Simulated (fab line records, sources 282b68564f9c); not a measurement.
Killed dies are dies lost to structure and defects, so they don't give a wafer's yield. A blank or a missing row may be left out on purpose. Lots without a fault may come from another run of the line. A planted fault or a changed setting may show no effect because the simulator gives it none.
A struck lot beside a sound one | flow rit_cmos | 29 steps out of a route of 202
Sound: wafers L748.1, L748.2, L748.3. Struck: wafers L744.1, L744.4, L744.6. The cause comes at the end.
At each step with rows: each side's tool, then ch and its chambers, then its first start. Under that, the readings that differ: sound wafers | struck wafers | difference of the means | sigmas: that difference in standard deviations of wafers without a fault.
alike: readings whose means differ by less than 2 such deviations, and words and numbers that are the same on both sides. not compared: withheld readings, readings that some wafer has no value for, bounds like >300 that may hide the same value, and numbers for which the record gives no deviation and whose values overlap.
The two part at a step that has a row with sigmas, a row that says differs or no value, or rows on one side only. Numbers that don't overlap but have no deviation are shown without sigmas and don't part them. A reading that every wafer of one side lacks parts them only if that side has two wafers or more.

RIT_FOX2_THK_MEAS_01:
  sound on film_metro-01, day 4 17:46; struck on film_metro-01, day 3 21:50
  alike: FOX2_OXIDE_THK
then, 2 steps without rows for these wafers: RIT_FOX2_CLEAN_02 (cleans in dHF, time 180 s); RIT_FOX2_WET_ETCH_03 (etches Si3N4 in H3PO4, target depth 195 nm, time 2700 s).
RIT_FOX2_THK_MEAS_90:
  sound on film_metro-02, day 4 18:38; struck on film_metro-01, day 3 22:46
  alike: FIELD_OXIDE_LEFT_1_THK
then, 6 steps without rows for these wafers: RIT_NWELL_HMDS_00 (prime time 60 s); RIT_NWELL_COAT_01 (resist thk 1300 nm); RIT_NWELL_SOFTBAKE_02 (time 60 s); RIT_NWELL_EXPOSE_03 (exposes mask M2, target cd 43900 nm); RIT_NWELL_PEB_04; RIT_NWELL_DEVELOP_05 (develop time 68 s).
RIT_NWELL_OVL_MEAS_06:
  sound on overlay-01, day 4 19:43; struck on overlay-01, day 3 23:43
  alike: NWELL_OVL
then, 1 step without rows for these wafers: RIT_NWELL_HARDBAKE_07 (time 120 s).
RIT_NWELL_IMPLANT_08:
  sound on implanter-04 ch 0, day 4 19:59; struck on implanter-02 ch 0, day 4 00:19
  alike: dose_ions_cm2
RIT_NWELL_STRIP_09: strips in O2, time 180 s.
  sound on plasma_asher-04 ch 0,1, day 4 20:08; struck on plasma_asher-02 ch 0, day 4 00:28
  alike: drypump_motor_current_A
  not compared: rf_hours_counter_h
RIT_NWELL_TW_MEAS_10:
  sound on film_metro-04, day 4 20:19; struck on film_metro-01, day 4 00:56
  reading  | sound          | struck         | difference | sigmas
  NWELL_TW | 2153 2147 2143 | 2623 2610 2622 | +471       | +19
then, 6 steps without rows for these wafers: RIT_PWELL_HMDS_00 (prime time 60 s); RIT_PWELL_COAT_01 (resist thk 1300 nm); RIT_PWELL_SOFTBAKE_02 (time 60 s); RIT_PWELL_EXPOSE_03 (exposes mask M3, target cd 43700 nm); RIT_PWELL_PEB_04; RIT_PWELL_DEVELOP_05 (develop time 68 s).
RIT_PWELL_OVL_MEAS_06:
  sound on overlay-01, day 4 21:23; struck on overlay-01, day 4 05:58
  alike: PWELL_OVL
then, 2 steps without rows for these wafers: RIT_PWELL_HARDBAKE_07 (time 120 s); RIT_PWELL_IMPLANT_08.
RIT_PWELL_STRIP_09: strips in O2, time 180 s.
  sound on plasma_asher-03 ch 0,1, day 4 21:49; struck on plasma_asher-04 ch 0,1, day 4 06:29
  alike: drypump_motor_current_A
  not compared: rf_hours_counter_h
RIT_PWELL_TW_MEAS_10:
  sound on film_metro-02, day 4 22:00; struck on film_metro-01, day 4 06:40
  alike: PWELL_TW
then, 1 step without rows for these wafers: RIT_WELLDRIVE_ANNEAL_00 (time 14700 s).
RIT_WELLDRIVE_RS_MEAS_01: measures by four-point-probe.
  sound on film_metro-01, day 5 03:16; struck on film_metro-04, day 4 12:37
  reading           | sound             | struck            | difference | sigmas
  NWELL_RS (ohm/sq) | 275.7 276.0 275.2 | 182.6 182.9 182.7 | -92.9      | -99 or more
RIT_M1_PROBE_99:
  the record has rows for the sound wafers here (prober-02, day 6 12:01) and none for the struck ones

WHERE THEY PART
First at RIT_NWELL_TW_MEAS_10; last, within this record, at RIT_M1_PROBE_99.

WHY: what the simulator had put in
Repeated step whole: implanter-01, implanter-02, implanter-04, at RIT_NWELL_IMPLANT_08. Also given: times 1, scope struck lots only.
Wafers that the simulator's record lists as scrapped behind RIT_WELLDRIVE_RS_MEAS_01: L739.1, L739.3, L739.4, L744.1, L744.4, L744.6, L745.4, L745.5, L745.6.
